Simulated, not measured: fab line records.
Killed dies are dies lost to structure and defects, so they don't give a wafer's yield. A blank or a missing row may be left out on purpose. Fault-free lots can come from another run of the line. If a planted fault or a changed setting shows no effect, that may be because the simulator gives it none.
Check of tool commonality || flow berkeleyCmos170 || Lots sampled 13, wafers sampled 39

REASON FOR OPENING
UCB170_PSD_TW_MEAS_10, reading PSD_TW: flagged on 1 of 13 lots. No-fault wafers: 2306, standard deviation 32.
Rule: a lot is flagged in two cases, either no wafer of it has a number, or all its wafers with numbers fall more than 4 standard deviations from that mean. The rest of the lots are taken to be sound.

{"lot": "L102", "measured": "day 7 04:07", "on": "filmMetro-01", "PSD_TW, wafer by wafer": "2339 2337 2343", "flag": ""}
{"lot": "L103", "measured": "day 7 04:23", "on": "filmMetro-04", "PSD_TW, wafer by wafer": "2287 2297 2288", "flag": ""}
{"lot": "L106", "measured": "day 8 08:52", "on": "filmMetro-03", "PSD_TW, wafer by wafer": "2283 2281 2270", "flag": ""}
{"lot": "L107", "measured": "day 8 09:05", "on": "filmMetro-04", "PSD_TW, wafer by wafer": "2303 2306 2291", "flag": ""}
{"lot": "L110", "measured": "day 9 05:10", "on": "filmMetro-01", "PSD_TW, wafer by wafer": "2321 2329 2316", "flag": ""}
{"lot": "L108", "measured": "day 9 05:41", "on": "filmMetro-03", "PSD_TW, wafer by wafer": "2272 2259 2268", "flag": ""}
{"lot": "L112", "measured": "day 9 09:12", "on": "filmMetro-03", "PSD_TW, wafer by wafer": "2275 2281 2262", "flag": ""}
{"lot": "L113", "measured": "day 9 09:28", "on": "filmMetro-04", "PSD_TW, wafer by wafer": "2301 2288 2305", "flag": ""}
{"lot": "L114", "measured": "day 9 09:43", "on": "filmMetro-01", "PSD_TW, wafer by wafer": "30 30 30", "flag": "FLAGGED"}
{"lot": "L115", "measured": "day 10 11:36", "on": "filmMetro-04", "PSD_TW, wafer by wafer": "2281 2290 2287", "flag": ""}
{"lot": "L117", "measured": "day 10 16:52", "on": "filmMetro-04", "PSD_TW, wafer by wafer": "2276 2284 2278", "flag": ""}
{"lot": "L124", "measured": "day 11 22:18", "on": "filmMetro-03", "PSD_TW, wafer by wafer": "2285 2275 2276", "flag": ""}
{"lot": "L125", "measured": "day 11 22:36", "on": "filmMetro-01", "PSD_TW, wafer by wafer": "2344 2347 2338", "flag": ""}
Average over the flagged lots: 30; offset from the usual -2276, equal to -71 standard deviations.

TOOL THAT RAN EACH LOT
2 process steps preceding the reading are held in the record, out of 331 steps in the route. Every cell lists first the tool, next ch and the chambers used by the sampled wafers, and last the start.
{"lot": "L102", "flag": "", "UCB170_GATE_ETCH_15": "rieSi-01 ch 1,2,3, day 6 15:08", "UCB170_PSD_EXPOSE_03": "krfScanner-02 ch 0, day 7 02:42"}
{"lot": "L103", "flag": "", "UCB170_GATE_ETCH_15": "rieSi-02 ch 1,2,3, day 6 14:55", "UCB170_PSD_EXPOSE_03": "krfScanner-01 ch 0, day 7 03:01"}
{"lot": "L106", "flag": "", "UCB170_GATE_ETCH_15": "rieSi-02 ch 1,2,3, day 7 18:27", "UCB170_PSD_EXPOSE_03": "krfScanner-01 ch 0, day 8 08:05"}
{"lot": "L107", "flag": "", "UCB170_GATE_ETCH_15": "rieSi-01 ch 0,1, day 7 18:41", "UCB170_PSD_EXPOSE_03": "krfScanner-02 ch 0, day 8 08:17"}
{"lot": "L110", "flag": "", "UCB170_GATE_ETCH_15": "rieSi-02 ch 0,3, day 8 16:59", "UCB170_PSD_EXPOSE_03": "krfScanner-01 ch 0, day 9 03:46"}
{"lot": "L108", "flag": "", "UCB170_GATE_ETCH_15": "rieSi-01 ch 0,1, day 8 17:43", "UCB170_PSD_EXPOSE_03": "krfScanner-01 ch 0, day 9 04:17"}
{"lot": "L112", "flag": "", "UCB170_GATE_ETCH_15": "rieSi-02 ch 0,1,3, day 8 22:14", "UCB170_PSD_EXPOSE_03": "krfScanner-02 ch 0, day 9 08:24"}
{"lot": "L113", "flag": "", "UCB170_GATE_ETCH_15": "rieSi-01 ch 0,1,2, day 8 22:31", "UCB170_PSD_EXPOSE_03": "krfScanner-01 ch 0, day 9 08:41"}
{"lot": "L114", "flag": "FLAGGED", "UCB170_GATE_ETCH_15": "rieSi-02 ch 2,3, day 8 22:38", "UCB170_PSD_EXPOSE_03": "krfScanner-02 ch 0, day 9 08:56"}
{"lot": "L115", "flag": "", "UCB170_GATE_ETCH_15": "rieSi-02 ch 1,2, day 9 20:34", "UCB170_PSD_EXPOSE_03": "krfScanner-01 ch 0, day 10 10:27"}
{"lot": "L117", "flag": "", "UCB170_GATE_ETCH_15": "rieSi-01 ch 0,2,3, day 10 05:07", "UCB170_PSD_EXPOSE_03": "krfScanner-02 ch 0, day 10 16:02"}
{"lot": "L124", "flag": "", "UCB170_GATE_ETCH_15": "rieSi-02 ch 0,2,3, day 11 08:26", "UCB170_PSD_EXPOSE_03": "krfScanner-02 ch 0, day 11 21:05"}
{"lot": "L125", "flag": "", "UCB170_GATE_ETCH_15": "rieSi-01 ch 1,2,3, day 11 08:43", "UCB170_PSD_EXPOSE_03": "krfScanner-02 ch 0, day 11 21:41"}
What these steps do:
- UCB170_GATE_ETCH_15: etches poly-Si in HBr/Cl2, stops on SiO2, time 56.3 s, target depth 278.2 nm.
- UCB170_PSD_EXPOSE_03: exposes mask PSELECT MOD, target cd 1200 nm.
- UCB170_PSD_TW_MEAS_10

FLAGGED AGAINST TOTAL, ONE TOOL AT A TIME (gauges that did the reading follow at the end)
{"step": "UCB170_GATE_ETCH_15", "tool": "rieSi-01", "lots run": 6, "flagged": 0, "share of the flagged lots": "none", "sound lots run after its first flagged lot": "-"}
{"step": "UCB170_GATE_ETCH_15", "tool": "rieSi-02", "lots run": 7, "flagged": 1, "share of the flagged lots": "all", "sound lots run after its first flagged lot": "2 (L115,L124)"}
{"step": "UCB170_PSD_EXPOSE_03", "tool": "krfScanner-01", "lots run": 6, "flagged": 0, "share of the flagged lots": "none", "sound lots run after its first flagged lot": "-"}
{"step": "UCB170_PSD_EXPOSE_03", "tool": "krfScanner-02", "lots run": 7, "flagged": 1, "share of the flagged lots": "all", "sound lots run after its first flagged lot": "3 (L117,L124,L125)"}
{"step": "UCB170_PSD_TW_MEAS_10", "tool": "filmMetro-01", "lots run": 4, "flagged": 1, "share of the flagged lots": "all", "sound lots run after its first flagged lot": "1 (L125)"}
{"step": "UCB170_PSD_TW_MEAS_10", "tool": "filmMetro-03", "lots run": 4, "flagged": 0, "share of the flagged lots": "none", "sound lots run after its first flagged lot": "-"}
{"step": "UCB170_PSD_TW_MEAS_10", "tool": "filmMetro-04", "lots run": 5, "flagged": 0, "share of the flagged lots": "none", "sound lots run after its first flagged lot": "-"}

WHAT IS ALLOWED BY THE TABLE
All flagged lots were run by 3 table rows, namely rieSi-02 at UCB170_GATE_ETCH_15, krfScanner-02 at UCB170_PSD_EXPOSE_03, filmMetro-01 at UCB170_PSD_TW_MEAS_10.
- rieSi-02 at UCB170_GATE_ETCH_15 ran 7 lots, 1 of them flagged. After the first flagged lot (L115, L124), sound lots still ran on it; a lasting fault on the whole tool would not permit that.
- krfScanner-02 at UCB170_PSD_EXPOSE_03 ran 7 lots, 1 of them flagged. After the first flagged lot (L117, L124, L125), sound lots still ran on it; a lasting fault on the whole tool would not permit that.
- filmMetro-01 at UCB170_PSD_TW_MEAS_10 ran 4 lots, 1 of them flagged. After the first flagged lot (L125), sound lots still ran on it; a lasting fault on the whole tool would not permit that.
Every row of the table either missed a flagged lot or ran a sound lot after the first.

WHAT THE SIMULATOR HAD INSERTED
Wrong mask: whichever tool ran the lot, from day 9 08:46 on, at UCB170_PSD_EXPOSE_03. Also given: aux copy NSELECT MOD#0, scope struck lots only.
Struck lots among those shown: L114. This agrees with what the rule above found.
